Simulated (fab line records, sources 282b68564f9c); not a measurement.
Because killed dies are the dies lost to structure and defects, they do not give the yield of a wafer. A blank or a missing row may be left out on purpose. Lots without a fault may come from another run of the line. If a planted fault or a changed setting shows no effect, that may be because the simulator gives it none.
fab line records	flow ritCmos
[record] lots = 15	wafers = 45	lastDay = 8
route steps=202 shown ACTIVE@4 M1@202
lots untouched by any fault: they come from a run of this same line in which no faults occurred
startH: hours from the record's opening day to when the first of the lot's shown wafers began	waitH: hours since the lot's step before	" the same as in the row above	L1.1+2: a single row standing in for several wafers	- either no value or no given start	* or withheld: withheld	< > ~ a bound
route shown NAME@n: NAME is a module with steps in the file, n the number in the route of the first one	usual: mean and standard deviation over wafers with no fault	same: alike in all rows	chamber/n: place in a boat	sites: readings site by site	_std_site: standard deviation of those values	_edge_site: inner sites' mean taken away from outer sites' mean	radiusMm: for every site, how far away it sits from the centre of the wafer	mask NAME#n: copy n	behind: the tool/chamber that last shaped the wafer	hold: why the lot was held/for how many hours/how that ended	device: which transistor (n, p or np) failed to switch	end of line: the tests these same wafers got at the end of their route	step lacking rows: just its recipe	killed: count of dies lost to structure and defects at first sort (not the wafer's yield)	map: a wafer's dies, x killed, . not, _ none there
set.NAME: setting as actually run; set.NAME@STEP: the setting as run at that earlier step	model.NAME: the simulator's own value behind a step, which no gauge read
a sample of lots followed through the steps of the route, with each step as a table and each wafer as a row
services: a tool's chamber out of use, with start hour (startH, from the record's first day; less than 0 if before it), hours out, and reason
[[steps]]
[step RIT_ACTIVE_CVD_03]
[recipe] material = Si3N4	targetThkNm = 150	tempC = 810	precursor = SiH2Cl2/NH3	timeS = 1500	pressureMtorr = 300	sih2cl2FlowSccm = 60	nh3FlowSccm = 150
[usual] pressureMtorr = 299.9/0.74
lot.wafer	tool	chamber	startH	waitH	pressureMtorr
L842.1	lpcvd-01	1	12.71	0.1	299.4
L842.2	"	1	"	"	299.5
L842.4	"	1	"	"	299.4
L843.3	lpcvd-02	0	18.11	0.4	300.0
L843.4	"	0	"	"	300.0
L843.6	"	0	"	"	299.2
L844.1	lpcvd-02	0	22.45	0.1	300.9
L844.3	"	0	"	"	300.6
L844.6	"	0	"	"	300.5
L845.2	lpcvd-01	0	27.11	0.0	298.9
L845.4	"	0	"	"	299.5
L845.6	"	0	"	"	299.6
L846.1	lpcvd-01	1	32.90	0.1	298.9
L846.5	"	1	"	"	299.5
L846.6	"	1	"	"	300.0
L848.3	lpcvd-02	0	44.85	0.0	301.8
L848.5	"	0	"	"	301.1
L848.6	"	0	"	"	300.2
L849.1	lpcvd-02	1	48.18	0.3	299.9
L849.3	"	1	"	"	301.2
L849.4	"	1	"	"	300.4
L854.1	lpcvd-01	1	72.11	0.1	299.2
L854.2	"	1	"	"	298.9
L854.3	"	1	"	"	299.2
L856.1	lpcvd-01	1	84.16	0.1	148.4
L856.2	"	1	"	"	150.4
L856.4	"	1	"	"	150.5
L857.1	lpcvd-01	1	89.01	0.1	150.0
L857.4	"	1	"	"	149.4
L857.6	"	1	"	"	149.7
L858.1	lpcvd-02	0	93.25	0.4	300.9
L858.3	"	0	"	"	299.4
L858.6	"	0	"	"	300.0
L859.2	lpcvd-01	0	98.43	0.0	149.9
L859.3	"	0	"	"	151.3
L859.5	"	0	"	"	151.1
L862.2	lpcvd-02	1	114.31	0.0	300.9
L862.3	"	1	"	"	300.0
L862.6	"	1	"	"	299.3
L863.3	lpcvd-02	1	121.59	0.0	299.1
L863.4	"	1	"	"	299.5
L863.5	"	1	"	"	299.1
L864.1	lpcvd-02	0	132.32	0.1	299.0
L864.2	"	0	"	"	299.3
L864.3	"	0	"	"	299.3
[step RIT_ACTIVE_THK_MEAS_04]
[recipe] reads = Si3N4_of_ACTIVE_CVD_03
[usual] ACTIVE_NITRIDE_THK = 149.6/1.1
lot.wafer	tool	chamber	startH	waitH	ACTIVE_NITRIDE_THK[nm]
L842.1	filmMetro-01	-	14.13	0.0	149.7
L842.2	"	-	"	"	149.9
L842.4	"	-	"	"	149.8
L843.3	filmMetro-02	-	20.25	0.0	148.6
L843.4	"	-	"	"	148.1
L843.6	"	-	"	"	148.2
L844.1	filmMetro-03	-	23.87	0.0	149.3
L844.3	"	-	"	"	148.9
L844.6	"	-	"	"	147.0
L845.2	filmMetro-02	-	28.54	0.0	149.5
L845.4	"	-	"	"	149.8
L845.6	"	-	"	"	148.7
L846.1	filmMetro-03	-	34.31	0.0	149.7
L846.5	"	-	"	"	150.6
L846.6	"	-	"	"	149.9
L848.3	filmMetro-03	-	46.29	0.0	148.4
L848.5	"	-	"	"	149.0
L848.6	"	-	"	"	148.3
L849.1	filmMetro-01	-	49.60	0.0	151.4
L849.3	"	-	"	"	150.4
L849.4	"	-	"	"	149.9
L854.1	filmMetro-03	-	73.53	0.0	148.6
L854.2	"	-	"	"	149.3
L854.3	"	-	"	"	148.0
L856.1	filmMetro-03	-	85.58	0.0	121.4
L856.2	"	-	"	"	121.9
L856.4	"	-	"	"	121.2
L857.1	filmMetro-02	-	90.42	0.0	121.4
L857.4	"	-	"	"	121.3
L857.6	"	-	"	"	119.9
L858.1	filmMetro-02	-	94.67	0.0	150.7
L858.3	"	-	"	"	151.2
L858.6	"	-	"	"	152.4
L859.2	filmMetro-02	-	99.86	0.0	122.9
L859.3	"	-	"	"	122.1
L859.5	"	-	"	"	120.8
L862.2	filmMetro-03	-	115.74	0.0	152.6
L862.3	"	-	"	"	152.6
L862.6	"	-	"	"	151.9
L863.3	filmMetro-02	-	123.03	0.0	149.5
L863.4	"	-	"	"	148.9
L863.5	"	-	"	"	149.4
L864.1	filmMetro-02	-	133.73	0.0	146.4
L864.2	"	-	"	"	148.5
L864.3	"	-	"	"	149.4
[step RIT_ACTIVE_ETCH_13]
[recipe] stopOn = SiO2	chemistry = SF6	target = Si3N4	timeS = 210	overEtchFrac = 0.4	SF6_flow_sccm = 200	pressureMtorr = 260	rfW = 125	targetDepthA = 2100
[usual] drypumpMotorCurrentA = 5.9/0.32	oesProductAu = 0.815/0.017	throttleValvePct = 7.48/0.13
lot.wafer	tool	chamber	startH	waitH	drypumpMotorCurrentA	oesProductAu	rfHoursCounterH	throttleValvePct
L842.1	rieDiel-02	3	15.43	0.1	5.5	0.797	80	7.43
L842.2	"	2	"	"	6.4	0.822	86	7.50
L842.4	"	0	"	"	5.8	0.819	78	7.70
L843.3	rieDiel-03	3	21.99	0.1	5.5	0.834	101	7.39
L843.4	"	0	"	"	5.5	0.798	84	7.27
L843.6	"	0	"	"	5.5	0.807	-	7.26
L844.1	rieDiel-02	0	25.13	0.1	5.8	0.816	78	7.71
L844.3	"	1	"	"	5.7	0.817	67	7.56
L844.6	"	3	"	"	5.5	0.788	-	7.43
L845.2	rieDiel-01	3	29.93	0.1	5.6	0.798	140	7.57
L845.4	"	1	"	"	6.3	0.835	7	7.55
L845.6	"	0	"	"	6.0	0.794	-	7.25
L846.1	rieDiel-01	2	35.62	0.1	5.9	0.829	5	7.41
L846.5	"	1	"	"	6.3	0.839	-	7.56
L846.6	"	0	"	"	6.1	0.797	-	7.23
L848.3	rieDiel-01	0	47.45	0.1	6.1	0.800	93	7.25
L848.5	"	2	"	"	5.8	0.824	-	7.39
L848.6	"	1	"	"	6.3	0.826	-	7.55
L849.1	rieDiel-03	3	50.78	0.1	5.5	0.845	102	7.39
L849.3	"	1	"	"	5.8	0.844	98	7.56
L849.4	"	2	"	"	5.6	0.818	42	7.39
L854.1	rieDiel-01	3	74.71	0.1	5.6	0.794	141	7.58
L854.2	"	1	"	"	6.3	0.834	8	7.55
L854.3	"	0	"	"	6.0	0.791	94	7.24
L856.1	rieDiel-02	2	86.76	0.1	6.4	0.730	87	7.51
L856.2	"	0	"	"	5.8	0.727	79	7.68
L856.4	"	1	"	"	5.7	0.732	67	7.56
L857.1	rieDiel-02	0	91.92	0.1	5.8	0.723	79	7.69
L857.4	"	1	"	"	5.7	0.736	68	7.56
L857.6	"	3	"	"	5.5	0.710	-	7.40
L858.1	rieDiel-01	2	95.85	0.1	5.8	0.831	6	7.39
L858.3	"	1	"	"	6.3	0.840	8	7.54
L858.6	"	0	"	"	6.1	0.812	-	7.25
L859.2	rieDiel-01	2	101.26	0.1	5.8	0.750	6	7.40
L859.3	"	1	"	"	6.3	0.758	8	7.56
L859.5	"	2	"	"	5.9	0.750	-	7.39
L862.2	rieDiel-02	0	116.91	0.1	5.8	0.828	79	7.70
L862.3	"	2	"	"	6.4	0.827	87	7.52
L862.6	"	1	"	"	5.7	0.821	-	7.56
L863.3	rieDiel-02	2	124.31	0.1	6.4	0.812	88	7.50
L863.4	"	1	"	"	5.6	0.814	68	7.57
L863.5	"	1	"	"	5.7	0.811	-	7.57
L864.1	rieDiel-02	0	134.91	0.1	5.8	0.802	79	7.69
L864.2	"	2	"	"	6.4	0.809	88	7.50
L864.3	"	3	"	"	5.5	0.785	82	7.43
[step RIT_M1_PROBE_99]
[usual] killedAtContacts = 0.1/0.3	killedAtFrontEnd = 7/3.1	killedDies = 7/3.1	killedOpen = 3.8/2.3	killedShort = 3.2/1.9
[same] grossDies = 264	killed_at_M0_to_M3 = 0	killed_at_M4_up = 0	killedAtBackSide = 0	killedAtOther = 0
lot.wafer	tool	chamber	startH	waitH	killedAtContacts	killedAtFrontEnd	killedDies	killedOpen	killedShort
L843.3	prober-02	-	69.21	0.2	0	12	12	7	5
L843.4	prober-02	-	69.26	0.2	0	3	3	2	1
L843.6	prober-02	-	69.36	0.2	0	6	6	4	2
L845.2	prober-02	-	75.53	0.1	0	10	10	6	4
L845.4	prober-02	-	75.63	0.2	0	2	2	1	1
L845.6	prober-02	-	75.73	0.2	0	8	8	6	2
L854.1	prober-01	-	128.48	0.1	0	7	7	1	6
L854.2	prober-01	-	128.53	0.1	0	6	6	4	2
L854.3	prober-01	-	128.58	0.2	0	6	6	3	1
L856.1	prober-01	-	137.40	0.1	0	8	8	7	1
L856.2	prober-01	-	137.45	0.1	0	7	7	4	3
L856.4	prober-01	-	137.55	0.2	0	9	9	5	4
L857.1	prober-01	-	153.93	0.1	0	4	4	2	2
L857.4	prober-01	-	154.08	0.2	0	6	6	1	5
L857.6	prober-01	-	154.18	0.2	0	8	8	4	4
L858.1	prober-02	-	165.62	0.1	0	4	4	0	4
L858.3	prober-02	-	165.72	0.2	0	6	6	5	1
L858.6	prober-02	-	165.87	0.2	0	10	10	5	5
L859.2	prober-01	-	167.17	0.1	1	4	5	1	4
L859.3	prober-01	-	167.22	0.2	0	12	12	8	4
L859.5	prober-01	-	167.32	0.2	1	5	6	3	3
L862.2	prober-02	-	181.94	0.1	0	2	2	1	1
L862.3	prober-02	-	181.99	0.2	0	10	10	2	8
L862.6	prober-02	-	182.14	0.2	0	6	6	4	2
// killed by level:class
L843.3 FOX1:geometricParticle:open=3 SILICIDE:geometricParticle:open=3 FOX1:geometricParticle:short=2 GATE:geometricParticle:short=2 GATE:geometricParticle:open=1 REOX:geometricParticle:short=1
L843.4 FOX1:geometricParticle:open=1 GATE:geometricParticle:open=1 SILICIDE:geometricParticle:short=1
L843.6 GATE:geometricParticle:open=2 FOX1:geometricParticle:open=1 GATE:geometricParticle:short=1 SPACER:geometricParticle:short=1 SILICIDE:geometricParticle:open=1
L845.2 SILICIDE:geometricParticle:open=3 ACTIVE:geometricParticle:short=1 FOX1:geometricParticle:short=1 FOX1:geometricParticle:open=1 REOX:geometricParticle:open=1 REOX:geometricParticle:short=1 SPACER:geometricParticle:short=1 SPACER:geometricParticle:open=1
L845.4 FOX2:geometricParticle:open=1 REOX:geometricParticle:short=1
L845.6 GATE:geometricParticle:open=2 SPACER:geometricParticle:open=2 FOX1:geometricParticle:short=1 REOX:geometricParticle:open=1 SILICIDE:geometricParticle:open=1 SILICIDE:geometricParticle:short=1
L854.1 GATE:geometricParticle:short=4 FOX1:geometricParticle:short=1 FOX2:geometricParticle:short=1 GATE:geometricParticle:open=1
L854.2 GATE:geometricParticle:open=2 SPACER:geometricParticle:open=2 GATE:geometricParticle:short=1 REOX:geometricParticle:short=1
L854.3 REOX:geometricParticle:open=2 NRETRO:coatMicrobubblePrinted=2 FOX1:geometricParticle:short=1 GATE:geometricParticle:open=1
L856.1 FOX1:geometricParticle:open=2 ACTIVE:geometricParticle:open=1 GATE:geometricParticle:open=1 GATE:geometricParticle:short=1 REOX:geometricParticle:open=1 SPACER:geometricParticle:open=1 SILICIDE:geometricParticle:open=1
L856.2 GATE:geometricParticle:short=2 REOX:geometricParticle:open=2 FOX1:geometricParticle:open=1 GATE:geometricParticle:open=1 SILICIDE:geometricParticle:short=1
L856.4 GATE:geometricParticle:open=2 REOX:geometricParticle:short=2 GATE:geometricParticle:short=1 REOX:geometricParticle:open=1 SPACER:geometricParticle:short=1 SPACER:geometricParticle:open=1 SILICIDE:geometricParticle:open=1
L857.1 GATE:geometricParticle:open=2 FOX1:geometricParticle:short=1 GATE:geometricParticle:short=1
L857.4 FOX2:geometricParticle:short=2 GATE:geometricParticle:short=2 FOX2:geometricParticle:open=1 SILICIDE:geometricParticle:short=1
L857.6 FOX2:geometricParticle:short=2 GATE:geometricParticle:open=2 FOX1:geometricParticle:open=1 FOX1:geometricParticle:short=1 REOX:geometricParticle:open=1 REOX:geometricParticle:short=1
L858.1 SPACER:geometricParticle:short=2 FOX2:geometricParticle:short=1 GATE:geometricParticle:short=1
L858.3 FOX1:geometricParticle:open=2 GATE:geometricParticle:open=2 FOX2:geometricParticle:open=1 GATE:geometricParticle:short=1
L858.6 GATE:geometricParticle:short=4 GATE:geometricParticle:open=3 FOX2:geometricParticle:short=1 REOX:geometricParticle:open=1 SILICIDE:geometricParticle:open=1
L859.2 FOX1:geometricParticle:open=1 GATE:geometricParticle:short=1 REOX:geometricParticle:short=1 SPACER:geometricParticle:short=1 CONTACT:geometricParticle:short=1
L859.3 FOX2:geometricParticle:open=3 REOX:geometricParticle:short=2 SPACER:geometricParticle:open=2 FOX1:geometricParticle:open=1 FOX2:geometricParticle:short=1 GATE:geometricParticle:open=1 REOX:geometricParticle:open=1 SPACER:geometricParticle:short=1
L859.5 GATE:geometricParticle:short=2 FOX2:geometricParticle:open=1 GATE:geometricParticle:open=1 SPACER:geometricParticle:open=1 CONTACT:geometricParticle:short=1
L862.2 GATE:geometricParticle:short=1 REOX:geometricParticle:open=1
L862.3 GATE:geometricParticle:short=3 GATE:geometricParticle:open=2 REOX:geometricParticle:short=2 FOX2:geometricParticle:short=1 SPACER:geometricParticle:short=1 SILICIDE:geometricParticle:short=1
L862.6 FOX1:geometricParticle:open=2 GATE:geometricParticle:open=1 REOX:geometricParticle:short=1 REOX:geometricParticle:open=1 SPACER:geometricParticle:short=1
[[services]]
tool	chamber	startH	hours	kind
rieDiel-01	-	12.82	14.6	pm
rieDiel-03	3	13.03	1.4	repair
rieDiel-02	-	26.10	2.8	pm
rieDiel-02	-	37.50	0.2	repair
rieDiel-01	3	92.26	14.8	repair
rieDiel-03	2	97.27	7.3	repair
[[key]]
[firstSign] step = RIT_ACTIVE_CVD_03	reading = pressureMtorr	direction = down	sigmas = 99+	usual = 299.9	struck = 150.1
[effect] step = RIT_ACTIVE_THK_MEAS_04	reading = ACTIVE_NITRIDE_THK	direction = down	sigmas = 25	usual = 149.6	struck = 121.4
[effect] step = RIT_ACTIVE_ETCH_13	reading = oesProductAu	direction = down	sigmas = 4.8	usual = 0.815	struck = 0.735
metAt RIT_ACTIVE_CVD_03
struckLots L856,L857,L859
testerLeftOut L856,L857,L859
onsetBetween 72.11 84.16
[fault] kind = processParameterDrift	tool = lpcvd-01	chamber = -	onsetH = 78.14	steps = RIT_ACTIVE_CVD_03	channel = pressureMtorr	offset = -150	shape = step	endH = 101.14	actsIn = theseRecipesOnly	stated = 300
// testerLeftOut: of these lots the tester's yield and bins aren't shown, on N5 and GAA mostly nor the transistor test; their killed dies are dies lost to structure and defects alone, not to doping, threshold or leakage, so they don't give the yield
